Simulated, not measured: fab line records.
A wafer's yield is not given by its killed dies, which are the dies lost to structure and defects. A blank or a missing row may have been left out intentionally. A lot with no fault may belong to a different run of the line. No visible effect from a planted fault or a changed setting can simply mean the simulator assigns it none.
Matching of chambers    flow berkeleyCmos170    UCB170_ZERO_ETCH_06 on rieDiel-04 has 4 sister chambers
The step etches SiO2 in CHF3/CF4/Ar, time 12 s. 20 wafers are shown with their chamber, then 10 later ones without.

WAFERS, EACH WITH ITS CHAMBER
wafer   chamber  drypumpMotorCurrentA (A)  throttleValvePct (%)  oesProductAu (a.u.)
L074.1  2        4.8                       9.32                  0.620
L074.3  3        5.0                       9.34                  0.612
L074.6  1        6.4                       9.13                  0.617
L075.3  1        6.4                       9.16                  0.618
L075.5  0        5.8                       9.40                  0.629
L075.6  3        5.1                       9.34                  0.604
L085.1  2        4.8                       9.33                  0.626
L085.2  0        5.8                       9.37                  0.627
L085.4  3        5.1                       9.34                  0.605
L086.3  1        6.4                       9.15                  0.614
L086.5  3        5.0                       9.35                  0.610
L086.6  0        5.8                       9.39                  0.625
L089.3  2        4.8                       9.32                  0.624
L089.5  0        5.8                       9.39                  0.627
L089.6  3        5.0                       9.34                  0.603
L091.3  3        5.0                       9.34                  0.612
L091.4  2        4.8                       9.32                  0.631
L091.6  1        6.4                       9.15                  0.611
L092.1  1        6.4                       9.15                  0.606
L092.3  3        5.0                       9.34                  0.613

SIGNATURES, as means of the wafers listed above
reading               chamber 0  chamber 1  chamber 2  chamber 3  scatter within a chamber
drypumpMotorCurrentA  5.800      6.400      4.800      5.029      0.0299
throttleValvePct      9.3875     9.1480     9.3225     9.3414     0.00835
oesProductAu          0.62700    0.61320    0.62525    0.60843    0.00415
Rule: for each reading, subtract the chamber's mean from the wafer's reading, divide by that reading's scatter and square the result; add these up over the readings and take the root, which gives the wafer's distance from the chamber. If the next closest chamber is less than 2 further off than the closest, the wafer can't be placed; otherwise it belongs to the closest. The scatter: take each reading less its chamber's mean, square it, sum over the shown wafers, divide by the number of wafers less the number of chambers, and take the root.

WAFERS WHOSE CHAMBER IS MISSING
wafer   drypumpMotorCurrentA (A)  throttleValvePct (%)  oesProductAu (a.u.)
L092.4  5.8                       9.38                  0.624
L093.4  6.4                       9.15                  0.617
L093.5  4.8                       9.32                  0.627
L093.6  5.1                       9.35                  0.615
L095.3  4.8                       9.32                  0.633
L095.4  4.8                       9.32                  0.623
L095.5  5.0                       9.36                  0.612
L097.2  5.8                       9.39                  0.631
L097.3  5.1                       9.35                  0.614
L097.6  4.8                       9.33                  0.622

CHAMBER TAKEN BY EACH
wafer   from the rows above  in truth
L092.4  0                    0
L093.4  1                    1
L093.5  2                    2
L093.6  3                    3
L095.3  2                    2
L095.4  2                    2
L095.5  3                    3
L097.2  0                    0
L097.3  3                    3
L097.6  2                    2
Placed correctly: 10 of 10. Number that these rows cannot place: 0. Wrongly placed: 0.
